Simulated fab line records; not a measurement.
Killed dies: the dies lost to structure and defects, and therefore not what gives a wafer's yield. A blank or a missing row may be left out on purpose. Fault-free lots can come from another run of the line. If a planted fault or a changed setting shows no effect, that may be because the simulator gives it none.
Split-lot experiment :: flow berkeleyCmos170 :: on a route of 331 steps: 5 lots, 23 wafers read

## ON THE SPLIT
At UCB170_BACKSIDE_STRIP_03 (strips in O2), the setting powerW was moved away from the recipe's 400 W on 9 of the 23 wafers read, by -3.6% to +10.5%. The other wafers ran this setting at the recipe's value.

The reading comes from the split's own step.

## THE READING
oesProductAu, in a.u., at UCB170_BACKSIDE_STRIP_03 (strips in O2). Typical for fault-free wafers on this fab line: 0.734 a.u., with standard deviation 0.0042 a.u.

wafer: L077.2
tool, chamber at the split: plasmaAsher-01, 1
powerW as run, W: 400
against the recipe: recipe
oesProductAu, a.u.: 0.743
against lot-mates on the recipe: -

wafer: L077.3
tool, chamber at the split: plasmaAsher-01, 1
powerW as run, W: 400
against the recipe: recipe
oesProductAu, a.u.: 0.734
against lot-mates on the recipe: -

wafer: L077.5
tool, chamber at the split: plasmaAsher-01, 1
powerW as run, W: 400
against the recipe: recipe
oesProductAu, a.u.: 0.735
against lot-mates on the recipe: -

wafer: L081.1
tool, chamber at the split: plasmaAsher-02, 0
powerW as run, W: 400
against the recipe: recipe
oesProductAu, a.u.: 0.734
against lot-mates on the recipe: -

wafer: L081.2
tool, chamber at the split: plasmaAsher-02, 1
powerW as run, W: 400
against the recipe: recipe
oesProductAu, a.u.: 0.737
against lot-mates on the recipe: -

wafer: L081.4
tool, chamber at the split: plasmaAsher-02, 1
powerW as run, W: 385.7
against the recipe: -3.6%
oesProductAu, a.u.: 0.715
against lot-mates on the recipe: -0.021

wafer: L081.5
tool, chamber at the split: plasmaAsher-02, 0
powerW as run, W: 385.7
against the recipe: -3.6%
oesProductAu, a.u.: 0.722
against lot-mates on the recipe: -0.014

wafer: L081.6
tool, chamber at the split: plasmaAsher-02, 1
powerW as run, W: 385.7
against the recipe: -3.6%
oesProductAu, a.u.: 0.722
against lot-mates on the recipe: -0.014

wafer: L083.1
tool, chamber at the split: plasmaAsher-04, 0
powerW as run, W: 420.7
against the recipe: +5.2%
oesProductAu, a.u.: 0.751
against lot-mates on the recipe: +0.012

wafer: L083.2
tool, chamber at the split: plasmaAsher-04, 1
powerW as run, W: 420.7
against the recipe: +5.2%
oesProductAu, a.u.: 0.751
against lot-mates on the recipe: +0.012

wafer: L083.3
tool, chamber at the split: plasmaAsher-04, 0
powerW as run, W: 400
against the recipe: recipe
oesProductAu, a.u.: 0.741
against lot-mates on the recipe: -

wafer: L083.4
tool, chamber at the split: plasmaAsher-04, 1
powerW as run, W: 420.7
against the recipe: +5.2%
oesProductAu, a.u.: 0.751
against lot-mates on the recipe: +0.012

wafer: L083.5
tool, chamber at the split: plasmaAsher-04, 0
powerW as run, W: 400
against the recipe: recipe
oesProductAu, a.u.: 0.737
against lot-mates on the recipe: -

wafer: L084.1
tool, chamber at the split: plasmaAsher-04, 0
powerW as run, W: 442.2
against the recipe: +10.5%
oesProductAu, a.u.: 0.775
against lot-mates on the recipe: +0.043

wafer: L084.3
tool, chamber at the split: plasmaAsher-04, 1
powerW as run, W: 442.2
against the recipe: +10.5%
oesProductAu, a.u.: 0.774
against lot-mates on the recipe: +0.042

wafer: L084.4
tool, chamber at the split: plasmaAsher-04, 0
powerW as run, W: 400
against the recipe: recipe
oesProductAu, a.u.: 0.734
against lot-mates on the recipe: -

wafer: L084.5
tool, chamber at the split: plasmaAsher-04, 1
powerW as run, W: 442.2
against the recipe: +10.5%
oesProductAu, a.u.: 0.777
against lot-mates on the recipe: +0.045

wafer: L084.6
tool, chamber at the split: plasmaAsher-04, 0
powerW as run, W: 400
against the recipe: recipe
oesProductAu, a.u.: 0.731
against lot-mates on the recipe: -

wafer: L082.1
tool, chamber at the split: plasmaAsher-01, 1
powerW as run, W: 400
against the recipe: recipe
oesProductAu, a.u.: 0.735
against lot-mates on the recipe: -

wafer: L082.2
tool, chamber at the split: plasmaAsher-01, 0
powerW as run, W: 400
against the recipe: recipe
oesProductAu, a.u.: 0.734
against lot-mates on the recipe: -

wafer: L082.3
tool, chamber at the split: plasmaAsher-01, 0
powerW as run, W: 400
against the recipe: recipe
oesProductAu, a.u.: 0.728
against lot-mates on the recipe: -

wafer: L082.4
tool, chamber at the split: plasmaAsher-01, 1
powerW as run, W: 400
against the recipe: recipe
oesProductAu, a.u.: 0.731
against lot-mates on the recipe: -

wafer: L082.5
tool, chamber at the split: plasmaAsher-01, 1
powerW as run, W: 400
against the recipe: recipe
oesProductAu, a.u.: 0.734
against lot-mates on the recipe: -

THE FIT
A straight line over all 23 wafers: oesProductAu changes by +0.00379 a.u. for each +1% of powerW; r = +0.98; the points scatter about the line by 0.0036 a.u.
The same after taking each lot's own level away (the mean of its wafers on the recipe; 23 wafers): +0.00387 a.u. for each +1%; r = +0.97; scatter 0.004 a.u.
The reading moves by 0.041 a.u. for the largest change in powerW, on that fit.
Measured against the standard deviation above, the lots' own levels, which go from 0.7324 to 0.7390 a.u., span 1.6 times it.
Hence the lot-to-lot level has little effect on the slope; both slopes agree.
Check: with one of the wafers moved furthest among these (+10.5%) left out of the fit, the line predicts +0.0388 a.u. for it against its lot-mates. It came out at +0.0425 a.u. against them.
Tool readings at the split's step, against how far the setting was moved: oesProductAu r = +0.98; stripTimeToEndpointS r = -1.00.

## OTHER SPLITS APPLIED TO THESE WAFERS
Other splits were also applied to these wafers ahead of the reading. Each is held against what the fit with the lots' levels taken away leaves over:
other split on the same wafers: UCB170_NLDD_IMPLANT_09 doseCm2
wafers away from the commonest value: 5
r with oesProductAu (lot level and that fit taken away): +0.38

other split on the same wafers: UCB170_NSD_PEB_04 pebTempC
wafers away from the commonest value: 7
r with oesProductAu (lot level and that fit taken away): -0.41

## THE WHOLE CHAIN: every reading that the file lists as answering this split, in the file's order
step: UCB170_BACKSIDE_STRIP_03
what it does: strips in O2
reading: oesProductAu
change (the file's fit): +0.00378 a.u. for each +1% of the setting
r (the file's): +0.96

step: UCB170_BACKSIDE_STRIP_03
what it does: strips in O2
reading: stripTimeToEndpointS
change (the file's fit): withheld for each +1% of the setting
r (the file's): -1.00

## FILE'S OWN FIT
oesProductAu changes by +0.00378 a.u. for each +1% of powerW, r = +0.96.
